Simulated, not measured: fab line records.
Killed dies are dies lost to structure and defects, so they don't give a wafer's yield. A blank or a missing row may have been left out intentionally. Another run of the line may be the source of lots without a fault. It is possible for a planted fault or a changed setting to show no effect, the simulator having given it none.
Which of the tools did it? / flow berkeley-cmos170 / 42 wafers from 14 lots sampled at 7 of the route's 331 steps

== WHAT THE GAUGES SHOWED, per wafer ==
UCB170_PWELL_THK_MEAS_06.
lot=L316; measured=day 3 00:36; on=film-metro-03; PWELL_NITRIDE_THK (nm)=219.1 221.6 219.1
lot=L317; measured=day 3 02:31; on=film-metro-04; PWELL_NITRIDE_THK (nm)=220.1 221.1 222.2
lot=L319; measured=day 3 12:31; on=film-metro-03; PWELL_NITRIDE_THK (nm)=219.9 220.7 219.4
lot=L321; measured=day 4 04:07; on=film-metro-01; PWELL_NITRIDE_THK (nm)=223.8 222.6 222.0
lot=L323; measured=day 4 13:56; on=film-metro-01; PWELL_NITRIDE_THK (nm)=222.4 222.3 221.9
lot=L325; measured=day 5 00:44; on=film-metro-04; PWELL_NITRIDE_THK (nm)=220.6 223.1 222.4
lot=L324; measured=day 5 00:45; on=film-metro-01; PWELL_NITRIDE_THK (nm)=219.9 219.9 218.9
lot=L327; measured=day 5 10:20; on=film-metro-04; PWELL_NITRIDE_THK (nm)=219.8 221.0 220.3
lot=L328; measured=day 5 19:59; on=film-metro-03; PWELL_NITRIDE_THK (nm)=222.3 224.0 222.3
lot=L335; measured=day 7 03:52; on=film-metro-01; PWELL_NITRIDE_THK (nm)=218.7 219.9 219.9
lot=L336; measured=day 7 03:52; on=film-metro-03; PWELL_NITRIDE_THK (nm)=219.9 220.1 220.2
lot=L337; measured=day 7 06:43; on=film-metro-04; PWELL_NITRIDE_THK (nm)=220.1 220.0 218.2
lot=L338; measured=day 7 15:56; on=film-metro-03; PWELL_NITRIDE_THK (nm)=222.1 222.1 221.0
lot=L339; measured=day 7 15:56; on=film-metro-01; PWELL_NITRIDE_THK (nm)=220.8 221.0 219.6

UCB170_FIELD_THK_MEAS_02.
lot=L316; measured=day 4 19:38; on=film-metro-01; FIELD_OXIDE_THK (nm)=554 542 547
lot=L317; measured=day 5 03:44; on=film-metro-04; FIELD_OXIDE_THK (nm)=560 563 563
lot=L319; measured=day 5 15:10; on=film-metro-01; FIELD_OXIDE_THK (nm)=559 543 548
lot=L321; measured=day 5 15:11; on=film-metro-03; FIELD_OXIDE_THK (nm)=544 549 539
lot=L323; measured=day 6 05:08; on=film-metro-04; FIELD_OXIDE_THK (nm)=560 559 562
lot=L325; measured=day 6 15:31; on=film-metro-04; FIELD_OXIDE_THK (nm)=556 557 562
lot=L324; measured=day 6 15:30; on=film-metro-01; FIELD_OXIDE_THK (nm)=553 545 550
lot=L327; measured=day 6 23:07; on=film-metro-01; FIELD_OXIDE_THK (nm)=564 557 550
lot=L328; measured=day 7 08:02; on=film-metro-01; FIELD_OXIDE_THK (nm)=555 555 560
lot=L335; measured=day 8 18:26; on=film-metro-01; FIELD_OXIDE_THK (nm)=432 430 429
lot=L336; measured=day 8 18:26; on=film-metro-04; FIELD_OXIDE_THK (nm)=425 421 422
lot=L337; measured=day 8 21:36; on=film-metro-04; FIELD_OXIDE_THK (nm)=563 561 569
lot=L338; measured=day 9 05:48; on=film-metro-04; FIELD_OXIDE_THK (nm)=559 559 556
lot=L339; measured=day 9 05:48; on=film-metro-01; FIELD_OXIDE_THK (nm)=543 549 546

UCB170_FIELD_THK_MEAS_90.
lot=L316; measured=day 5 02:20; on=film-metro-03; FIELD_OXIDE_LEFT_1_THK (nm)=437 425 430
lot=L317; measured=day 5 10:14; on=film-metro-04; FIELD_OXIDE_LEFT_1_THK (nm)=443 446 446
lot=L319; measured=day 5 22:47; on=film-metro-01; FIELD_OXIDE_LEFT_1_THK (nm)=443 427 433
lot=L321; measured=day 5 22:46; on=film-metro-04; FIELD_OXIDE_LEFT_1_THK (nm)=428 433 424
lot=L323; measured=day 6 12:21; on=film-metro-01; FIELD_OXIDE_LEFT_1_THK (nm)=444 443 447
lot=L325; measured=day 6 23:52; on=film-metro-01; FIELD_OXIDE_LEFT_1_THK (nm)=438 439 443
lot=L324; measured=day 6 23:53; on=film-metro-03; FIELD_OXIDE_LEFT_1_THK (nm)=437 429 434
lot=L327; measured=day 7 11:43; on=film-metro-04; FIELD_OXIDE_LEFT_1_THK (nm)=449 442 435
lot=L328; measured=day 7 16:09; on=film-metro-04; FIELD_OXIDE_LEFT_1_THK (nm)=440 441 445
lot=L335; measured=day 9 00:41; on=film-metro-01; FIELD_OXIDE_LEFT_1_THK (nm)=315 312 312
lot=L336; measured=day 9 00:41; on=film-metro-04; FIELD_OXIDE_LEFT_1_THK (nm)=308 305 305
lot=L337; measured=day 9 05:28; on=film-metro-01; FIELD_OXIDE_LEFT_1_THK (nm)=447 445 452
lot=L338; measured=day 9 14:01; on=film-metro-04; FIELD_OXIDE_LEFT_1_THK (nm)=441 441 438
lot=L339; measured=day 9 14:01; on=film-metro-01; FIELD_OXIDE_LEFT_1_THK (nm)=425 432 428

UCB170_SACOX_THK_MEAS_02.
lot=L316; measured=day 5 06:50; on=film-metro-02; SACOX_OXIDE_THK (nm)=14.48 14.60 14.73
lot=L317; measured=day 5 16:48; on=film-metro-02; SACOX_OXIDE_THK (nm)=14.34 13.93 14.09
lot=L319; measured=day 6 03:37; on=film-metro-03; SACOX_OXIDE_THK (nm)=14.13 14.05 13.88
lot=L321; measured=day 6 03:34; on=film-metro-02; SACOX_OXIDE_THK (nm)=14.03 13.80 14.18
lot=L323; measured=day 6 15:57; on=film-metro-03; SACOX_OXIDE_THK (nm)=14.57 14.79 14.51
lot=L325; measured=day 7 05:16; on=film-metro-03; SACOX_OXIDE_THK (nm)=14.26 14.21 14.27
lot=L324; measured=day 7 05:17; on=film-metro-04; SACOX_OXIDE_THK (nm)=14.52 14.65 14.74
lot=L327; measured=day 7 14:57; on=film-metro-03; SACOX_OXIDE_THK (nm)=14.28 14.66 14.67
lot=L328; measured=day 7 20:59; on=film-metro-04; SACOX_OXIDE_THK (nm)=14.79 14.73 14.84
lot=L335; measured=day 9 05:46; on=film-metro-02; SACOX_OXIDE_THK (nm)=14.20 14.40 14.32
lot=L336; measured=day 9 05:46; on=film-metro-03; SACOX_OXIDE_THK (nm)=14.74 14.65 14.46
lot=L337; measured=day 9 11:44; on=film-metro-04; SACOX_OXIDE_THK (nm)=13.95 14.26 14.10
lot=L338; measured=day 9 18:59; on=film-metro-02; SACOX_OXIDE_THK (nm)=14.28 14.62 14.40
lot=L339; measured=day 9 18:59; on=film-metro-03; SACOX_OXIDE_THK (nm)=14.52 14.51 14.45

UCB170_PVT_OVL_MEAS_06.
lot=L316; measured=day 5 20:52; on=overlay-02; PVT_OVL (nm)=11 -1 2
lot=L317; measured=day 6 05:44; on=overlay-01; PVT_OVL (nm)=6 5 4
lot=L319; measured=day 6 15:08; on=overlay-01; PVT_OVL (nm)=2 -5 -11
lot=L321; measured=day 6 14:56; on=overlay-02; PVT_OVL (nm)=-3 -3 -1
lot=L323; measured=day 7 06:10; on=overlay-01; PVT_OVL (nm)=2 11 16
lot=L325; measured=day 7 16:25; on=overlay-02; PVT_OVL (nm)=4 6 6
lot=L324; measured=day 7 16:15; on=overlay-02; PVT_OVL (nm)=1 -1 -4
lot=L327; measured=day 8 04:28; on=overlay-01; PVT_OVL (nm)=4 5 2
lot=L328; measured=day 8 06:35; on=overlay-01; PVT_OVL (nm)=3 -5 -2
lot=L335; measured=day 10 00:06; on=overlay-02; PVT_OVL (nm)=-1 1 1
lot=L336; measured=day 10 00:22; on=overlay-01; PVT_OVL (nm)=-6 1 -3
lot=L337; measured=day 10 03:04; on=overlay-02; PVT_OVL (nm)=4 -2 1
lot=L338; measured=day 10 05:47; on=overlay-01; PVT_OVL (nm)=1 -3 -5
lot=L339; measured=day 10 09:34; on=overlay-01; PVT_OVL (nm)=-10 -9 -12

UCB170_FIELD_THK_MEAS_91.
lot=L316; measured=day 5 21:17; on=film-metro-04; FIELD_OXIDE_LEFT_2_THK (nm)=349 337 342
lot=L317; measured=day 6 06:19; on=film-metro-04; FIELD_OXIDE_LEFT_2_THK (nm)=353 357 357
lot=L319; measured=day 6 15:37; on=film-metro-03; FIELD_OXIDE_LEFT_2_THK (nm)=354 338 344
lot=L321; measured=day 6 15:26; on=film-metro-01; FIELD_OXIDE_LEFT_2_THK (nm)=340 344 336
lot=L323; measured=day 7 06:36; on=film-metro-01; FIELD_OXIDE_LEFT_2_THK (nm)=357 356 360
lot=L325; measured=day 7 16:50; on=film-metro-04; FIELD_OXIDE_LEFT_2_THK (nm)=350 351 356
lot=L324; measured=day 7 16:40; on=film-metro-04; FIELD_OXIDE_LEFT_2_THK (nm)=348 340 345
lot=L327; measured=day 8 06:34; on=film-metro-01; FIELD_OXIDE_LEFT_2_THK (nm)=361 353 347
lot=L328; measured=day 8 07:01; on=film-metro-03; FIELD_OXIDE_LEFT_2_THK (nm)=352 353 358
lot=L335; measured=day 10 00:32; on=film-metro-01; FIELD_OXIDE_LEFT_2_THK (nm)=228 224 224
lot=L336; measured=day 10 00:48; on=film-metro-03; FIELD_OXIDE_LEFT_2_THK (nm)=219 216 216
lot=L337; measured=day 10 03:30; on=film-metro-04; FIELD_OXIDE_LEFT_2_THK (nm)=359 358 365
lot=L338; measured=day 10 06:17; on=film-metro-04; FIELD_OXIDE_LEFT_2_THK (nm)=353 352 349
lot=L339; measured=day 10 10:53; on=film-metro-03; FIELD_OXIDE_LEFT_2_THK (nm)=338 345 342

== TOOL THAT RAN EACH LOT (tool first, then ch and the chambers of the sampled wafers, then the start) ==
lot=L316; UCB170_FIELD_OXIDATION_01=furnace-01 ch 0, day 4 16:38
lot=L317; UCB170_FIELD_OXIDATION_01=furnace-01 ch 0, day 5 00:44
lot=L319; UCB170_FIELD_OXIDATION_01=furnace-03 ch 0, day 5 12:10
lot=L321; UCB170_FIELD_OXIDATION_01=furnace-03 ch 0, day 5 12:10
lot=L323; UCB170_FIELD_OXIDATION_01=furnace-02 ch 0, day 6 02:08
lot=L325; UCB170_FIELD_OXIDATION_01=furnace-03 ch 0, day 6 12:28
lot=L324; UCB170_FIELD_OXIDATION_01=furnace-03 ch 0, day 6 12:28
lot=L327; UCB170_FIELD_OXIDATION_01=furnace-01 ch 0, day 6 20:06
lot=L328; UCB170_FIELD_OXIDATION_01=furnace-02 ch 0, day 7 05:00
lot=L335; UCB170_FIELD_OXIDATION_01=furnace-03 ch 0, day 8 15:25
lot=L336; UCB170_FIELD_OXIDATION_01=furnace-03 ch 0, day 8 15:25
lot=L337; UCB170_FIELD_OXIDATION_01=furnace-02 ch 0, day 8 18:35
lot=L338; UCB170_FIELD_OXIDATION_01=furnace-01 ch 0, day 9 02:48
lot=L339; UCB170_FIELD_OXIDATION_01=furnace-01 ch 0, day 9 02:48
- UCB170_FIELD_OXIDATION_01: target thk 558.3 nm, ox time 7200 s.

== AS READ BY THE TOOLS THEMSELVES (means over the sampled wafers that have a number; for cases with no such wafer, the mark the record gives instead) ==
UCB170_FIELD_OXIDATION_01.
lot=L316; tool=furnace-01; spike-tc-load-C (C)=1024.3; tube_center_temp_C_max=1002.3
lot=L317; tool=furnace-01; spike-tc-load-C (C)=1024.6; tube_center_temp_C_max=1002.5
lot=L319; tool=furnace-03; spike-tc-load-C (C)=1019.8; tube_center_temp_C_max=1002.8
lot=L321; tool=furnace-03; spike-tc-load-C (C)=1020.3; tube_center_temp_C_max=1002.6
lot=L323; tool=furnace-02; spike-tc-load-C (C)=1025.5; tube_center_temp_C_max=1002.2
lot=L325; tool=furnace-03; spike-tc-load-C (C)=1020.9; tube_center_temp_C_max=1002.4
lot=L324; tool=furnace-03; spike-tc-load-C (C)=1021.3; tube_center_temp_C_max=1002.8
lot=L327; tool=furnace-01; spike-tc-load-C (C)=1024.7; tube_center_temp_C_max=1002.5
lot=L328; tool=furnace-02; spike-tc-load-C (C)=1025.3; tube_center_temp_C_max=1002.2
lot=L335; tool=furnace-03; spike-tc-load-C (C)=1020.5; tube_center_temp_C_max=1002.7
lot=L336; tool=furnace-03; spike-tc-load-C (C)=1020.1; tube_center_temp_C_max=1002.1
lot=L337; tool=furnace-02; spike-tc-load-C (C)=1025.4; tube_center_temp_C_max=1002.6
lot=L338; tool=furnace-01; spike-tc-load-C (C)=1024.7; tube_center_temp_C_max=1002.7
lot=L339; tool=furnace-01; spike-tc-load-C (C)=1024.9; tube_center_temp_C_max=1002.7

== THE ANSWER, worked out from the rows above alone ==
Rule: usual is defined by the lots themselves. The widest of any qualifying gaps counts: lots, ordered by their means at a reading, are off when they make up no more than a third of the lots, leave a main group of 4 or more, and stand apart from it by 3 or more times the standard deviation of that group's means. A main group whose means are all the same, to the digits that the tables above print for the reading, isn't used. A lot without any number at a reading at which 4 lots or more have one is off too. The other lots that the step has rows for count as sound. After the gauges, taken in route order, come the tools' own readings; for these a lot's mean is taken, as printed above. At the first step where some lot is off, the reading lying furthest off is the one used; lots without a number count as furthest.
Off: at UCB170_FIELD_THK_MEAS_02 (FIELD_OXIDE_THK), L335, L336. The main group has a mean of 554 nm with a standard deviation of 6.5.
A tool fits if, at a process step before that reading, it ran every lot that is off, and no sound lot after the first of them. The gauges at UCB170_FIELD_THK_MEAS_02 are tried like those tools. One candidate fits, namely furnace-03 at UCB170_FIELD_OXIDATION_01. A fault onset in the window from L324 (day 6 12:28, its last sound lot) to L335 (day 8 15:25, its first lot off) fits.

== WHAT THE SIMULATOR PUT IN ==
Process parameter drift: furnace-03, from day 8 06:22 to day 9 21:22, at UCB170_FIELD_OXIDATION_01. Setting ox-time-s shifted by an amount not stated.
Lots struck among those shown: L335, L336. The same result came from the rule above.
